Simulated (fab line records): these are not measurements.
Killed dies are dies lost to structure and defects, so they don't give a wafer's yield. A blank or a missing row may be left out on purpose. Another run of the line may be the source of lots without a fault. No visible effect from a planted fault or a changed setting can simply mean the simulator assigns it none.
Shared-tool check / flow ritCmos / 15 lots, 45 wafers sampled

## WHY IT WAS OPENED
3 of 15 lots carry a flag on the reading PRETRO_TW at RIT_PRETRO_TW_MEAS_10. Wafers without a fault read 470.8, standard deviation 2.7.
Rule: a lot gets a flag if all its wafers with a number sit over 4 standard deviations from that mean, or if no wafer of it has a number. The other lots count as sound.

lot=L375; measured=day 2 13:22; on=filmMetro-02; PRETRO_TW, wafer by wafer=470.0 469.1 471.0; flag=
lot=L376; measured=day 2 18:17; on=filmMetro-01; PRETRO_TW, wafer by wafer=469.9 470.6 469.1; flag=
lot=L377; measured=day 2 23:22; on=filmMetro-02; PRETRO_TW, wafer by wafer=467.4 466.8 470.8; flag=
lot=L378; measured=day 3 04:35; on=filmMetro-01; PRETRO_TW, wafer by wafer=472.4 469.0 468.5; flag=
lot=L379; measured=day 3 08:58; on=filmMetro-01; PRETRO_TW, wafer by wafer=471.4 469.9 468.6; flag=
lot=L380; measured=day 3 13:54; on=filmMetro-02; PRETRO_TW, wafer by wafer=472.9 471.5 473.1; flag=
lot=L381; measured=day 3 22:49; on=filmMetro-03; PRETRO_TW, wafer by wafer=470.4 469.6 467.7; flag=
lot=L383; measured=day 4 07:31; on=filmMetro-02; PRETRO_TW, wafer by wafer=471.2 472.6 470.8; flag=
lot=L384; measured=day 4 10:33; on=filmMetro-03; PRETRO_TW, wafer by wafer=471.6 470.8 475.2; flag=
lot=L385; measured=day 4 14:35; on=filmMetro-01; PRETRO_TW, wafer by wafer=469.6 470.4 471.1; flag=
lot=L387; measured=day 5 01:03; on=filmMetro-01; PRETRO_TW, wafer by wafer=466.6 467.7 467.6; flag=
lot=L388; measured=day 5 07:23; on=filmMetro-03; PRETRO_TW, wafer by wafer=486.7 489.1 491.3; flag=FLAGGED
lot=L389; measured=day 5 09:53; on=filmMetro-02; PRETRO_TW, wafer by wafer=493.8 495.0 492.2; flag=FLAGGED
lot=L391; measured=day 5 20:05; on=filmMetro-01; PRETRO_TW, wafer by wafer=490.1 488.7 492.3; flag=FLAGGED
lot=L397; measured=day 7 01:56; on=filmMetro-02; PRETRO_TW, wafer by wafer=479.7 474.7 477.6; flag=
Average over the flagged lots: 491.0; offset from the usual +20.2, equal to +7 standard deviations.

## WHICH TOOL RAN EACH LOT
The record holds 1 process step before the reading, out of a route of 202 steps. Each cell gives the tool, then ch followed by the chambers the sampled wafers passed through, then the start.
lot=L375; flag=; RIT_PRETRO_IMPLANT_08=implanter-04 ch 0, day 2 13:02
lot=L376; flag=; RIT_PRETRO_IMPLANT_08=implanter-02 ch 0, day 2 17:58
lot=L377; flag=; RIT_PRETRO_IMPLANT_08=implanter-04 ch 0, day 2 23:02
lot=L378; flag=; RIT_PRETRO_IMPLANT_08=implanter-02 ch 0, day 3 04:16
lot=L379; flag=; RIT_PRETRO_IMPLANT_08=implanter-02 ch 0, day 3 08:38
lot=L380; flag=; RIT_PRETRO_IMPLANT_08=implanter-02 ch 0, day 3 13:34
lot=L381; flag=; RIT_PRETRO_IMPLANT_08=implanter-02 ch 0, day 3 22:30
lot=L383; flag=; RIT_PRETRO_IMPLANT_08=implanter-04 ch 0, day 4 07:13
lot=L384; flag=; RIT_PRETRO_IMPLANT_08=implanter-02 ch 0, day 4 10:13
lot=L385; flag=; RIT_PRETRO_IMPLANT_08=implanter-02 ch 0, day 4 14:19
lot=L387; flag=; RIT_PRETRO_IMPLANT_08=implanter-01 ch 0, day 5 00:46
lot=L388; flag=FLAGGED; RIT_PRETRO_IMPLANT_08=implanter-02 ch 0, day 5 07:04
lot=L389; flag=FLAGGED; RIT_PRETRO_IMPLANT_08=implanter-02 ch 0, day 5 09:34
lot=L391; flag=FLAGGED; RIT_PRETRO_IMPLANT_08=implanter-02 ch 0, day 5 19:46
lot=L397; flag=; RIT_PRETRO_IMPLANT_08=implanter-04 ch 0, day 7 01:37
These steps, and what they do:
- RIT_PRETRO_IMPLANT_08
- RIT_PRETRO_TW_MEAS_10

## FLAGGED AGAINST TOTAL, ONE TOOL AT A TIME (gauges that did the reading follow at the end)
step=RIT_PRETRO_IMPLANT_08; tool=implanter-01; lots run=1; flagged=0; share of the flagged lots=none; sound lots run after its first flagged lot=-
step=RIT_PRETRO_IMPLANT_08; tool=implanter-02; lots run=10; flagged=3; share of the flagged lots=all; sound lots run after its first flagged lot=0
step=RIT_PRETRO_IMPLANT_08; tool=implanter-04; lots run=4; flagged=0; share of the flagged lots=none; sound lots run after its first flagged lot=-
step=RIT_PRETRO_TW_MEAS_10; tool=filmMetro-01; lots run=6; flagged=1; share of the flagged lots=some; sound lots run after its first flagged lot=0
step=RIT_PRETRO_TW_MEAS_10; tool=filmMetro-02; lots run=6; flagged=1; share of the flagged lots=some; sound lots run after its first flagged lot=1 (L397)
step=RIT_PRETRO_TW_MEAS_10; tool=filmMetro-03; lots run=3; flagged=1; share of the flagged lots=some; sound lots run after its first flagged lot=0

## WHAT IS ALLOWED BY THE TABLE
All flagged lots share 1 row of the table, namely implanter-02 at RIT_PRETRO_IMPLANT_08.
- implanter-02 at RIT_PRETRO_IMPLANT_08: 3 of its 10 lots flagged. A fault beginning between L385 (day 4 14:19), its last sound lot, and L388 (day 5 07:04), its first flagged one, fits the data. Its own readings (beamEnergyKeV) fall more than 4 standard deviations out on all wafers of the flagged lots.
Just one tool remains: implanter-02 at RIT_PRETRO_IMPLANT_08.

## WHAT WAS PUT IN BY THE SIMULATOR
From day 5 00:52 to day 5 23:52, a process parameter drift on implanter-02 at RIT_PRETRO_IMPLANT_08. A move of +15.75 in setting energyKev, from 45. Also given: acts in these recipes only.
Lots struck among those shown: L388, L389, L391. The rule above found the same.
